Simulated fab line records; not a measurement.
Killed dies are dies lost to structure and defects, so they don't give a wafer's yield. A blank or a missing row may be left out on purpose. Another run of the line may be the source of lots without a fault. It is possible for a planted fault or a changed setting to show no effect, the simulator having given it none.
Split-lot trial | flow ritCmos | route with 202 steps; 5 lots, 23 wafers read

ABOUT THE SPLIT
At RIT_PWELL_IMPLANT_08, the setting doseCm2 was moved away from the recipe's 7e+13 on 8 of the 23 wafers read, by -6.8% to +2.5%. The other wafers ran this setting at the recipe's value.

FROM THE SPLIT TO THE READING: what the file shows between them, 3 steps
- RIT_PWELL_STRIP_09: strips in O2, time 180 s
- RIT_PWELL_TW_MEAS_10
- RIT_WELLDRIVE_ANNEAL_00: time 14700 s

THE READING
PWELL_RS, in ohm/sq, at RIT_WELLDRIVE_RS_MEAS_02 (measures by four-point-probe). A value of 429.8 ohm/sq with a standard deviation of 0.94 ohm/sq is what fault-free wafers of this fab line usually give.

wafer  | tool, chamber at the split | doseCm2 as run | against the recipe | PWELL_RS, ohm/sq | against lot-mates on the recipe
L076.1 | implanter-04, 0            | 7e+13          | recipe             | 430.0            | -
L076.3 | implanter-04, 0            | 7e+13          | recipe             | 432.0            | -
L076.6 | implanter-04, 0            | 7e+13          | recipe             | 430.2            | -
L078.1 | implanter-02, 0            | 7e+13          | recipe             | 428.9            | -
L078.2 | implanter-02, 0            | 7e+13          | recipe             | 429.5            | -
L078.3 | implanter-02, 0            | 6.523e+13      | -6.8%              | 449.3            | +19.9
L078.4 | implanter-02, 0            | 7e+13          | recipe             | 429.7            | -
L078.5 | implanter-02, 0            | 6.523e+13      | -6.8%              | 449.1            | +19.7
L080.2 | implanter-02, 0            | 7e+13          | recipe             | 430.5            | -
L080.3 | implanter-02, 0            | 6.708e+13      | -4.2%              | 440.3            | +10.3
L080.4 | implanter-02, 0            | 6.708e+13      | -4.2%              | 441.6            | +11.6
L080.5 | implanter-02, 0            | 6.708e+13      | -4.2%              | 442.1            | +12.1
L080.6 | implanter-02, 0            | 7e+13          | recipe             | 429.5            | -
L082.1 | implanter-02, 0            | 7.172e+13      | +2.5%              | 424.6            | -5.0
L082.2 | implanter-02, 0            | 7.172e+13      | +2.5%              | 424.6            | -5.0
L082.4 | implanter-02, 0            | 7e+13          | recipe             | 430.0            | -
L082.5 | implanter-02, 0            | 7e+13          | recipe             | 429.3            | -
L082.6 | implanter-02, 0            | 7.172e+13      | +2.5%              | 424.1            | -5.5
L084.1 | implanter-04, 0            | 7e+13          | recipe             | 428.7            | -
L084.3 | implanter-04, 0            | 7e+13          | recipe             | 428.5            | -
L084.4 | implanter-04, 0            | 7e+13          | recipe             | 429.1            | -
L084.5 | implanter-04, 0            | 7e+13          | recipe             | 429.1            | -
L084.6 | implanter-04, 0            | 7e+13          | recipe             | 428.2            | -

THE FIT
A straight line over all 23 wafers: PWELL_RS changes by -2.74 ohm/sq for each +1% of doseCm2; r = -0.99; the points scatter about the line by 1 ohm/sq.
The same after taking each lot's own level away (the mean of its wafers on the recipe; 23 wafers): -2.73 ohm/sq for each +1%; r = -0.99; scatter 0.81 ohm/sq.
According to that fit, moving doseCm2 by its largest amount changes the reading by 19 ohm/sq.
Across the lots, their own levels run from 428.72 to 430.73 ohm/sq, a range of 2.1 times the standard deviation given above.
Consequently the slope shifts little with the lot-to-lot level, the two slopes agreeing.
Check: with one of the wafers moved furthest among these (-6.8%) left out of the fit, the line predicts +18.5 ohm/sq for it against its lot-mates. Against them it came out at +19.9 ohm/sq.

THE OTHER SPLITS THESE WAFERS WENT THROUGH
Note: prior to the reading, these wafers also went through further splits. Each is held against what the fit with the lots' levels taken away leaves over:
other split on the same wafers   | wafers away from the commonest value | r with PWELL_RS (lot level and that fit taken away)
RIT_ACTIVE_OXIDATION_01 tempC    | 10                                   | -0.36
RIT_ACTIVE_EXPOSE_08 doseMj      | 8                                    | -0.14
RIT_ACTIVE_ETCH_13 pressureMtorr | 18                                   | -0.12
RIT_NWELL_IMPLANT_08 energyKev   | 6                                    | -0.27

THE WHOLE CHAIN: every reading that the file lists as answering this split, in the file's order
step                     | what it does                 | reading  | change (the file's fit)           | r (the file's)
RIT_PWELL_TW_MEAS_10     |                              | PWELL_TW | +2.9 for each +1% of the setting  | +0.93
RIT_WELLDRIVE_RS_MEAS_02 | measures by four-point-probe | PWELL_RS | -2.79 for each +1% of the setting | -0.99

THE FILE'S OWN FIT
PWELL_RS changes by -2.79 ohm/sq for each +1% of doseCm2, r = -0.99.
